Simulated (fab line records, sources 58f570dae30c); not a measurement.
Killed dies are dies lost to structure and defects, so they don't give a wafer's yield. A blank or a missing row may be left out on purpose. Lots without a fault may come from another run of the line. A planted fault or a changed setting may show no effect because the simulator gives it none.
Problem report in the 8D (eight disciplines) form, filled by code | flow berkeley_cmos170 | the parts of the form that need people (team, actions taken, sign-off) are left out

1. THE PROBLEM
PWELL_TW at UCB170_PWELL_TW_MEAS_17 reads a mean of 362 on 9 wafers of 3 lots; wafers without a fault read 378 with a standard deviation of 3. That is -5.3 standard deviations from the usual mean.
First seen on wafer L394.2, day 5 06:23, on film_metro-04. The record holds 45 wafers of 15 lots with a number at this step. Rule for "out", or "out of limits": more than 4 standard deviations from the usual mean. The other wafers with a number count as sound.

2. WHAT IT IS AND WHAT IT IS NOT
question                    | is                           | is not
which readings at this step | PWELL_TW                     | -
which lots                  | L394, L395, L397             | L385, L387, L388, L392, L393, L396, L399, L402, L404, L406, L407, L408
which wafers of those lots  | all that have a number       | -
read on which gauges        | film_metro-03, film_metro-04 | film_metro-02
when                        | from day 5 06:23             | up to then (15 sound wafers); but 21 sound wafers of L396, L399, L402, L404, L406, L407, L408 came after

3. SUSPECTS, AND WHAT RULES EACH OUT
Counting: a tool at a process step up to the reading stays a suspect if it ran every lot that is out and no sound lot after the first of them.
- the gauge at UCB170_PWELL_TW_MEAS_17: ruled out. The wafers that are out were read on 2 gauges (film_metro-03, film_metro-04).
- implanter-02 at UCB170_PWELL_IMPLANT_15: ruled out as a lasting fault. Sound lots L408 ran on it after its first lot that is out, L394 (day 5 06:08).
Left after counting: nothing in the record.

4. THE CAUSE (what the simulator had put in)
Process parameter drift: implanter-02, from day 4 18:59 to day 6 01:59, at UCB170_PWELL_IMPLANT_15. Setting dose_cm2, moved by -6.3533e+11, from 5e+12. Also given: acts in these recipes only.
Counting ruled it out, wrongly: the rule takes a fault to strike every lot that its tool runs from its start on, and this one did not.

5. THE CHAIN OF EFFECTS, in route order
Each row: a reading whose mean over the struck wafers that have a number lies more than 3 standard deviations from the usual. Only readings for which the record gives a usual standard deviation are gone through. hours: the time from each lot's start at the first step in this table that gives one to its start at this step, as a median over the lots. sigmas: the change in usual standard deviations.
hours | step                    | reading            | usual     | on struck wafers | change     | sigmas
0     | UCB170_PWELL_IMPLANT_15 | dose_ions_cm2      | 5.001e+12 | 4.369e+12        | -6.324e+11 | -99 or more
0     | UCB170_PWELL_IMPLANT_15 | faraday_current_uA | 15.9      | 14.0             | -1.9       | -6.2
0     | UCB170_PWELL_TW_MEAS_17 | PWELL_TW           | 378       | 362              | -16        | -5.3
The process steps in it:
- UCB170_PWELL_IMPLANT_15
Later measuring or inspecting steps at which every struck wafer that the step has a row for has a number for every such reading, and none has moved that far: UCB170_PVT_OVL_MEAS_06.

6. WHAT WOULD HAVE CAUGHT IT SOONER
In this record the first reading out of limits at a measuring or inspecting step was taken at day 5 06:23, 11 hours after the fault began at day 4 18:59.
The tool's own readings at UCB170_PWELL_IMPLANT_15 were out on every struck wafer that the step has a row for (dose_ions_cm2, faraday_current_uA): an alarm limit on them would have fired on the first of those.
